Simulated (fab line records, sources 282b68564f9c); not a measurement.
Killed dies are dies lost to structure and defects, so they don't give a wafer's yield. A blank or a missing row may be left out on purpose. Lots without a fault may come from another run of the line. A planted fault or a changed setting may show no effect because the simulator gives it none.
Split-lot experiment | flow rit_cmos | 5 lots, 23 wafers read, on a route of 202 steps

THE SPLIT
At RIT_PRETRO_SOFTBAKE_02 (time 60 s), the setting temp_c was moved away from the recipe's 90 C on 8 of the 23 wafers read, by -3.8% to +2.6%. The other wafers ran this setting at the recipe's value.

FROM THE SPLIT TO THE READING: what the file shows between them, 2 steps
- RIT_PRETRO_EXPOSE_03: exposes mask M5, target cd 43700 nm
- RIT_PRETRO_PEB_04

THE READING
NOVOLAK_of_PRETRO_COAT_01.thk_nm (the simulator's own value, which no gauge read), in nm, at RIT_PRETRO_DEVELOP_05 (develop time 67.14 s). The file gives no usual value for it. The 15 wafers here that ran the recipe average 1301 nm, standard deviation 2.4 nm.

wafer  | tool, chamber at the split | temp_c as run, C | against the recipe | NOVOLAK_of_PRETRO_COAT_01.thk_nm, nm | against lot-mates on the recipe
L075.1 | litho_track-02, 0          | 86.57            | -3.8%              | 1317                                 | +16
L075.3 | litho_track-02, 0          | 86.57            | -3.8%              | 1317                                 | +16
L075.2 | litho_track-02, 0          | 90               | recipe             | 1301                                 | -
L075.4 | litho_track-02, 0          | 86.57            | -3.8%              | 1316                                 | +16
L075.6 | litho_track-02, 0          | 90               | recipe             | 1300                                 | -
L076.1 | litho_track-02, 0          | 90               | recipe             | 1298                                 | -
L076.2 | litho_track-02, 0          | 90               | recipe             | 1302                                 | -
L076.4 | litho_track-02, 0          | 90               | recipe             | 1302                                 | -
L076.3 | litho_track-02, 0          | 90               | recipe             | 1300                                 | -
L076.6 | litho_track-02, 0          | 90               | recipe             | 1299                                 | -
L081.1 | litho_track-02, 0          | 88.75            | -1.4%              | 1304                                 | +2
L081.3 | litho_track-02, 0          | 88.75            | -1.4%              | 1308                                 | +6
L081.4 | litho_track-02, 0          | 90               | recipe             | 1299                                 | -
L081.5 | litho_track-02, 0          | 88.75            | -1.4%              | 1306                                 | +4
L081.6 | litho_track-02, 0          | 90               | recipe             | 1306                                 | -
L082.1 | litho_track-01, 0          | 90               | recipe             | 1301                                 | -
L082.3 | litho_track-01, 0          | 90               | recipe             | 1298                                 | -
L082.5 | litho_track-01, 0          | 90               | recipe             | 1299                                 | -
L083.2 | litho_track-02, 0          | 92.3             | +2.6%              | 1297                                 | -7
L083.3 | litho_track-02, 0          | 90               | recipe             | 1304                                 | -
L083.4 | litho_track-02, 0          | 90               | recipe             | 1305                                 | -
L083.5 | litho_track-02, 0          | 90               | recipe             | 1302                                 | -
L083.6 | litho_track-02, 0          | 92.3             | +2.6%              | 1299                                 | -5

THE FIT
A straight line over all 23 wafers: NOVOLAK_of_PRETRO_COAT_01.thk_nm changes by -3.28 nm for each +1% of temp_c; r = -0.89; the points scatter about the line by 2.8 nm.
The same after taking each lot's own level away (the mean of its wafers on the recipe; 23 wafers): -3.59 nm for each +1%; r = -0.94; scatter 2.2 nm.
On that fit, the largest move of temp_c shifts the reading by 14 nm.
The lots' own levels span 1299.3 to 1303.7 nm, that is 1.8 times the standard deviation above.
So the lot-to-lot level changes the slope little: the two slopes agree.
Check: with one of the wafers moved furthest among these (-3.8%) left out of the fit, the line predicts +13.3 nm for it against its lot-mates. It came out at +16.5 nm against them.

OTHER SPLITS ON THESE WAFERS
These wafers also went through other splits before the reading. Each is held against what the fit with the lots' levels taken away leaves over:
other split on the same wafers  | wafers away from the commonest value | r with NOVOLAK_of_PRETRO_COAT_01.thk_nm (lot level and that fit taken away)
RIT_ACTIVE_ETCH_13 time_s       | 4                                    | -0.26
RIT_NWELL_COAT_01 resist_thk_nm | 7                                    | -0.07
RIT_NWELL_SOFTBAKE_02 temp_c    | 4                                    | -0.37
RIT_NRETRO_COAT_01 spin_rpm     | 5                                    | -0.22

THE FILE'S OWN FIT
NOVOLAK_of_PRETRO_COAT_01.thk_nm changes by -3.52 nm for each +1% of temp_c, r = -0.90.
